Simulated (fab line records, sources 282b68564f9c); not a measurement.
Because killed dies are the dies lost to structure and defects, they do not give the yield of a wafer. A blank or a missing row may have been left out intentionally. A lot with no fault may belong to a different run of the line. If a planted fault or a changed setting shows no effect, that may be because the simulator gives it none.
fab line records | flow rit_cmos
record: lots: 6 wafers: 18 last_day: 7
route steps=202 shown SPACER@127 NSD@131
lots that met no fault: from a run of the same line without faults
start_h: hours from the record's first day to the start of the lot's first wafer shown | wait_h: hours from the lot's prior step to this one | " same as the row above | L1.1+2: a row that stands for several wafers | - value missing, or start not given | * or withheld: withheld | < > ~ a bound
route shown NAME@n: NAME is a module with steps in the file, n the number in the route of the first one | usual: mean/standard deviation taken from wafers without a fault | same: alike in all rows | chamber/n: place in a boat | sites: readings site by site | _std_site: standard deviation across them | _edge_site: outer sites' mean less inner sites' | radius_mm: for every site, how far away it sits from the centre of the wafer | mask NAME#n: copy n | behind: tool/chamber where the wafer was last shaped | hold: cause of the lot's hold/its duration in hours/its outcome | device: the n, p or np transistor that did not switch | end of line: at the end of the route, the tests of the same wafers | a step given without rows: its recipe and nothing more | killed: not the wafer's yield, but the dies lost to structure and defects at the first sort | map: dies across one wafer; x = killed, . = not, _ = none there
set.NAME: the setting the step ran with; set.NAME@STEP: the setting that earlier step ran with | model.NAME: the simulator's own value behind a step, which no gauge read
certain route steps with their lots: each step a table, each wafer a row
services: when a tool's chamber went out of use (start_h, in hours from the record's first day, below 0 if earlier), for how many hours, and the reason
== steps ==
step: RIT_SPACER_CLEAN_02
recipe: chemistry: SC2 mix: 3:3:50 time_s: 600 temp_c: 75 dry: n2_spin
step: RIT_SPACER_CVD_03
recipe: material: Si3N4 target_thk_nm: 250 temp_c: 810 precursor: SiH2Cl2/NH3 time_s: 3300 pressure_mtorr: 300 sih2cl2_flow_sccm: 60 nh3_flow_sccm: 150
step: RIT_SPACER_THK_MEAS_04
recipe: reads: Si3N4_of_SPACER_CVD_03
usual: SPACER_NITRIDE_THK: 249.2/2.6
columns lot.wafer tool chamber start_h wait_h SPACER_NITRIDE_THK[nm]
L655.3 film_metro-02 - 84.96 0.0 249.7
L655.4 " - " " 248.1
L655.6 " - " " 247.8
L656.3 film_metro-04 - 90.65 0.0 245.8
L656.4 " - " " 246.3
L656.6 " - " " 247.8
L665.2 film_metro-04 - 135.46 0.0 246.2
L665.3 " - " " 248.8
L665.6 " - " " 246.9
L666.1 film_metro-01 - 141.72 0.0 248.1
L666.4 " - " " 247.1
L666.6 " - " " 245.8
L668.1 film_metro-04 - 152.36 0.0 248.2
L668.5 " - " " 247.6
L668.6 " - " " 247.8
L669.1 film_metro-01 - 155.21 0.0 251.6
L669.3 " - " " 253.5
L669.4 " - " " 253.3
step: RIT_SPACER_ETCHBACK_05
recipe: target_depth_a: 2500 SF6_flow_sccm: 30 CHF3_flow_sccm: 30 target: Si3N4 chemistry: SF6/CHF3 pressure_mtorr: 40 rf_w: 250 time_s: 240 stop_on: SiO2
usual: drypump_motor_current_A: 5.7/0.32 oes_product_au: 0.839/0.012 throttle_valve_pct: 10.27/0.12
columns lot.wafer tool chamber start_h wait_h drypump_motor_current_A oes_product_au rf_hours_counter_h throttle_valve_pct
L655.3 rie_diel-04 2 85.00 0.0 5.8 0.829 5 10.48
L655.4 " 3 " " 6.1 0.837 13 10.06
L655.6 " 2 " " 5.8 0.824 - 10.50
L656.3 rie_diel-02 3 90.69 0.0 5.6 0.835 3 10.29
L656.4 " 2 " " 5.3 0.844 3 10.32
L656.6 " 2 " " 5.4 0.847 - 10.32
L665.2 rie_diel-04 1 135.51 0.0 5.7 0.844 139 10.31
L665.3 " 2 " " 5.9 0.820 6 10.47
L665.6 " 3 " " 6.1 0.833 - 10.07
L666.1 rie_diel-02 3 141.78 0.1 5.5 0.834 4 10.30
L666.4 " 0 " " 5.7 0.833 133 10.21
L666.6 " 2 " " 5.3 0.837 - 10.31
L668.1 rie_diel-04 0 152.42 0.1 5.3 0.833 132 10.38
L668.5 " 3 " " 6.1 0.841 - 10.06
L668.6 " 2 " " 5.8 0.818 - 10.49
L669.1 rie_diel-02 2 155.27 0.1 5.4 0.849 5 10.33
L669.3 " 1 " " 6.1 0.844 7 10.17
L669.4 " 0 " " 5.7 0.849 133 10.21
step: RIT_NSD_HMDS_00
recipe: prime_time_s: 60 prime_temp_c: 140
step: RIT_NSD_COAT_01
recipe: resist: NOVOLAK spin_rpm: 3250 resist_thk_nm: 1000
step: RIT_NSD_SOFTBAKE_02
recipe: resist: NOVOLAK temp_c: 90 time_s: 60
step: RIT_NSD_EXPOSE_03
recipe: mask_id: M9 na: 0.57 target_cd_nm: 40700 dose_mj: 250
step: RIT_NSD_PEB_04
recipe: resist: NOVOLAK temp_c: withheld time_s: withheld
step: RIT_NSD_DEVELOP_05
recipe: resist: NOVOLAK develop_time_s: 50 dev_temp_c: 23
step: RIT_NSD_OVL_MEAS_06
usual: NSD_OVL: 0.5/1.5
columns lot.wafer tool chamber start_h wait_h NSD_OVL[nm]
L655.3 overlay-01 - 86.13 - 0.5
L655.4 " - " " -0.6
L655.6 " - " " 0.7
L656.3 overlay-01 - 91.70 - -1.0
L656.4 " - " " 0.4
L656.6 " - " " 0.0
L665.2 overlay-01 - 136.64 - -0.6
L665.3 " - " " 1.7
L665.6 " - " " 0.4
L666.1 overlay-01 - 142.91 - 1.0
L666.4 " - " " 1.6
L666.6 " - " " 2.1
L668.1 overlay-02 - 153.54 - -0.5
L668.5 " - " " -0.3
L668.6 " - " " -0.8
L669.1 overlay-01 - 156.39 - 1.5
L669.3 " - " " -0.3
L669.4 " - " " 2.1
step: RIT_NSD_HARDBAKE_07
recipe: resist: NOVOLAK temp_c: 139.2 time_s: 60
step: RIT_NSD_IMPLANT_08
recipe: species: P energy_kev: 25 dose_cm2: 1e+15 tilt_deg: 7
usual: beam_energy_keV: 25.000/0.0089 beam_on_s: 10.02/0.21 implant_ion_amu: 31/0
columns lot.wafer tool chamber start_h wait_h beam_energy_keV beam_on_s implant_ion_amu
L655.3 implanter-03 - 86.36 0.1 - - -
L655.4 " - " " - - -
L655.6 " - " " - - -
L656.3 implanter-01 - 91.93 0.1 - - -
L656.4 " - " " - - -
L656.6 " - " " - - -
L665.2 implanter-04 0 136.84 0.1 24.995 9.91 31
L665.3 " 0 " " 24.990 9.80 31
L665.6 " 0 " " 24.993 10.25 31
L666.1 implanter-01 0 143.09 0.1 25.004 9.64 31
L666.4 " 0 " " 24.992 10.00 31
L666.6 " 0 " " 24.988 9.93 31
L668.1 implanter-01 0 153.73 0.1 25.004 10.00 31
L668.5 " 0 " " 25.022 9.64 31
L668.6 " 0 " " 25.008 9.98 31
L669.1 implanter-04 0 156.58 0.1 24.994 9.95 31
L669.3 " 0 " " 25.004 10.25 31
L669.4 " 0 " " 24.988 9.96 31
step: RIT_NSD_STRIP_09
recipe: chemistry: O2 time_s: 180 resist: NOVOLAK platen_temp_c: withheld power_w: 500 pressure_mtorr: 4000 o2_flow_sccm: 4000
usual: drypump_motor_current_A: 5.6/0.47
columns lot.wafer tool chamber start_h wait_h drypump_motor_current_A rf_hours_counter_h
L655.3 plasma_asher-02 0 86.52 0.1 5.2 -
L655.4 " 1 " " 6.2 -
L655.6 " 0 " " 5.2 -
L656.3 plasma_asher-04 0 92.08 0.1 6.0 -
L656.4 " 1 " " 5.4 -
L656.6 " 0 " " 6.1 -
L665.2 plasma_asher-04 1 136.97 0.1 5.4 37
L665.3 " 0 " " 6.0 -
L665.6 " 1 " " 5.4 -
L666.1 plasma_asher-01 0 143.24 0.1 4.8 52
L666.4 " 0 " " 4.8 -
L666.6 " 0 " " 4.8 -
L668.1 plasma_asher-02 1 153.88 0.1 6.2 3
L668.5 " 1 " " 6.2 -
L668.6 " 0 " " 5.2 -
L669.1 plasma_asher-01 1 156.73 0.1 5.7 53
L669.3 " 0 " " 4.8 -
L669.4 " 1 " " 5.7 -
step: RIT_NSD_TW_MEAS_10
usual: NSD_TW: 3117/22
columns lot.wafer tool chamber start_h wait_h hold NSD_TW
L655.3 film_metro-03 - 86.65 0.1 await_dispo/0.2h/release 30
L655.4 " - " " await_dispo/0.2h/release 30
L655.6 " - " " await_dispo/0.2h/release 30
L655.3 film_metro-03 - 86.88 0.2 - 30
L655.4 " - " " - 30
L655.6 " - " " - 30
L656.3 film_metro-02 - 92.22 0.1 await_dispo/0.2h/release 30
L656.4 " - " " await_dispo/0.2h/release 30
L656.6 " - " " await_dispo/0.2h/release 30
L656.3 film_metro-02 - 92.45 0.2 - 30
L656.4 " - " " - 30
L656.6 " - " " - 30
L665.2 film_metro-01 - 137.15 0.1 - 3122
L665.3 " - " " - 3136
L665.6 " - " " - 3119
L666.1 film_metro-03 - 143.42 0.1 - 3109
L666.4 " - " " - 3086
L666.6 " - " " - 3083
L668.1 film_metro-01 - 154.05 0.1 - 3133
L668.5 " - " " - 3137
L668.6 " - " " - 3146
L669.1 film_metro-03 - 156.90 0.1 - 3141
L669.3 " - " " - 3136
L669.4 " - " " - 3129
== services ==
columns tool chamber start_h hours kind
rie_diel-04 2 63.13 7.9 repair
rie_diel-02 0 73.09 12.9 repair
implanter-04 - 84.54 5.5 pm
rie_diel-04 1 89.77 16.7 repair
implanter-03 - 98.97 2.2 repair
plasma_asher-02 - 107.56 3.9 repair
plasma_asher-04 - 108.75 1.5 repair
plasma_asher-02 - 111.42 9.0 pm
plasma_asher-02 0 111.42 9.0 vent_cycle
plasma_asher-02 1 111.42 9.0 vent_cycle
plasma_asher-02 0 120.42 - clean
plasma_asher-02 1 120.42 - clean
rie_diel-04 3 126.35 2.8 repair
implanter-03 - 149.14 1.8 repair
== key ==
first_sign: step: RIT_NSD_IMPLANT_08 reading: tool_record direction: missing
effect: step: RIT_NSD_TW_MEAS_10 reading: visit direction: added
effect: step: RIT_NSD_TW_MEAS_10 reading: NSD_TW direction: down sigmas: 99+ usual: 3117 struck: 30
met_at RIT_NSD_IMPLANT_08
struck_wafers L655.3,L655.4,L655.6,L656.3,L656.4,L656.6
later_rows_left_out L655.3,L655.4,L655.6,L656.3,L656.4,L656.6
sort_left_out L655.3,L655.4,L655.6,L656.3,L656.4,L656.6
tester_left_out L655,L656
fault: kind: skipped_step_whole tool: implanter-01,implanter-03 chamber: - onset_h: 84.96 steps: RIT_NSD_IMPLANT_08 scope: struck_lots_only
tester_left_out: of these lots the tester's yield and bins aren't shown, on N5 and GAA mostly nor the transistor test; their killed dies are dies lost to structure and defects alone, not to doping, threshold or leakage, so they don't give the yield
sort_left_out: the simulated sort isn't trusted on such a fault, so these wafers' sort isn't shown, and their yield isn't known
later_rows_left_out: the simulator's readings of these wafers behind a module that went badly wrong aren't trusted and aren't shown, but for the sort
